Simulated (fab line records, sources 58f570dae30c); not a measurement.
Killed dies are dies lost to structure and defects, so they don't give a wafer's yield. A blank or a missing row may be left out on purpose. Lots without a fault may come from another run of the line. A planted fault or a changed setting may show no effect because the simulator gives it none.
Split-lot experiment | flow berkeley_cmos170 | 5 lots, 23 wafers read, on a route of 331 steps

THE SPLIT
At UCB170_V2_CVD_00 (deposits SiO2 from TEOS/O2, target thk 2000 nm, time 250 s), the setting time_s was moved away from the recipe's 250 s on 9 of the 23 wafers read, by -7.9% to +13.3%. The other wafers ran this setting at the recipe's value.

The file shows no step between the split and the reading.

THE READING
V2_TEOS_THK, in nm, at UCB170_V2_THK_MEAS_01. Fault-free wafers of this fab line usually give 1993 nm, standard deviation 23 nm.

wafer  | tool, chamber at the split | time_s as run, s | against the recipe | V2_TEOS_THK, nm | against lot-mates on the recipe
L074.2 | pecvd-02, 1                | 250              | recipe             | 1969            | -
L074.3 | pecvd-02, 0                | 250              | recipe             | 1992            | -
L074.4 | pecvd-02, 0                | 283.2            | +13.3%             | 2291            | +310
L074.5 | pecvd-02, 2                | 283.2            | +13.3%             | 2293            | +312
L074.6 | pecvd-02, 1                | 283.2            | +13.3%             | 2270            | +290
L076.2 | pecvd-04, 0                | 250              | recipe             | 1978            | -
L076.3 | pecvd-04, 1                | 250              | recipe             | 1965            | -
L076.4 | pecvd-04, 1                | 250              | recipe             | 1995            | -
L075.1 | pecvd-01, 0                | 250              | recipe             | 1968            | -
L075.2 | pecvd-01, 2,0              | 250              | recipe             | 1998            | -
L075.4 | pecvd-01, 1                | 250              | recipe             | 2003            | -
L075.5 | pecvd-01, 2,0              | 250              | recipe             | 2000            | -
L075.6 | pecvd-01, 2                | 250              | recipe             | 2024            | -
L077.1 | pecvd-02, 1                | 271.4            | +8.6%              | 2144            | +146
L077.2 | pecvd-02, 0                | 250              | recipe             | 1984            | -
L077.3 | pecvd-02, 2                | 271.4            | +8.6%              | 2153            | +155
L077.4 | pecvd-02, 1                | 250              | recipe             | 2012            | -
L077.6 | pecvd-02, 2                | 271.4            | +8.6%              | 2195            | +197
L085.1 | pecvd-02, 1                | 250              | recipe             | 1953            | -
L085.2 | pecvd-02, 2                | 230.3            | -7.9%              | 1798            | -174
L085.3 | pecvd-02, 0                | 230.3            | -7.9%              | 1821            | -150
L085.4 | pecvd-02, 2                | 250              | recipe             | 1990            | -
L085.6 | pecvd-02, 1                | 230.3            | -7.9%              | 1852            | -120
Where a row lists several chambers, the file gives one row for several wafers and doesn't say which wafer went through which chamber.

THE FIT
A straight line over all 23 wafers: V2_TEOS_THK changes by +21.6 nm for each +1% of time_s; r = +0.99; the points scatter about the line by 21 nm.
The same after taking each lot's own level away (the mean of its wafers on the recipe; 23 wafers): +21.1 nm for each +1%; r = +0.99; scatter 22 nm.
On that fit, the largest move of time_s shifts the reading by 2.8e+02 nm.
The lots' own levels span 1971.5 to 1998.6 nm, that is 1.2 times the standard deviation above.
So the lot-to-lot level changes the slope little: the two slopes agree.
Check: with one of the wafers moved furthest among these (+13.3%) left out of the fit, the line predicts +277 nm for it against its lot-mates. It came out at +310 nm against them.

OTHER SPLITS ON THESE WAFERS
These wafers also went through other splits before the reading. Each is held against what the fit with the lots' levels taken away leaves over:
other split on the same wafers     | wafers away from the commonest value | r with V2_TEOS_THK (lot level and that fit taken away)
UCB170_NLDD_IMPLANT_08 energy_kev  | 10                                   | -0.23
UCB170_PSD_IMPLANT_08 dose_cm2     | 8                                    | +0.38
UCB170_BACKSIDE_SOFTBAKE_02 temp_c | 7                                    | +0.20
UCB170_M1_METAL_ETCH_12 icp_w      | 9                                    | +0.18
UCB170_M2_SPUTTER_01 power_w       | 8                                    | +0.01

THE WHOLE CHAIN: every reading that the file lists as answering this split, in the file's order
step                  | what it does                                               | reading                                                                   | change (the file's fit)              | r (the file's)
UCB170_V2_CVD_00      | deposits SiO2 from TEOS/O2, target thk 2000 nm, time 250 s | SiO2_of_V2_CVD_00.thk_nm (the simulator's own value, which no gauge read) | +21.4 nm for each +1% of the setting | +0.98
UCB170_V2_THK_MEAS_01 |                                                            | V2_TEOS_THK                                                               | +21.3 for each +1% of the setting    | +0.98

THE FILE'S OWN FIT
V2_TEOS_THK changes by +21.3 nm for each +1% of time_s, r = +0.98.
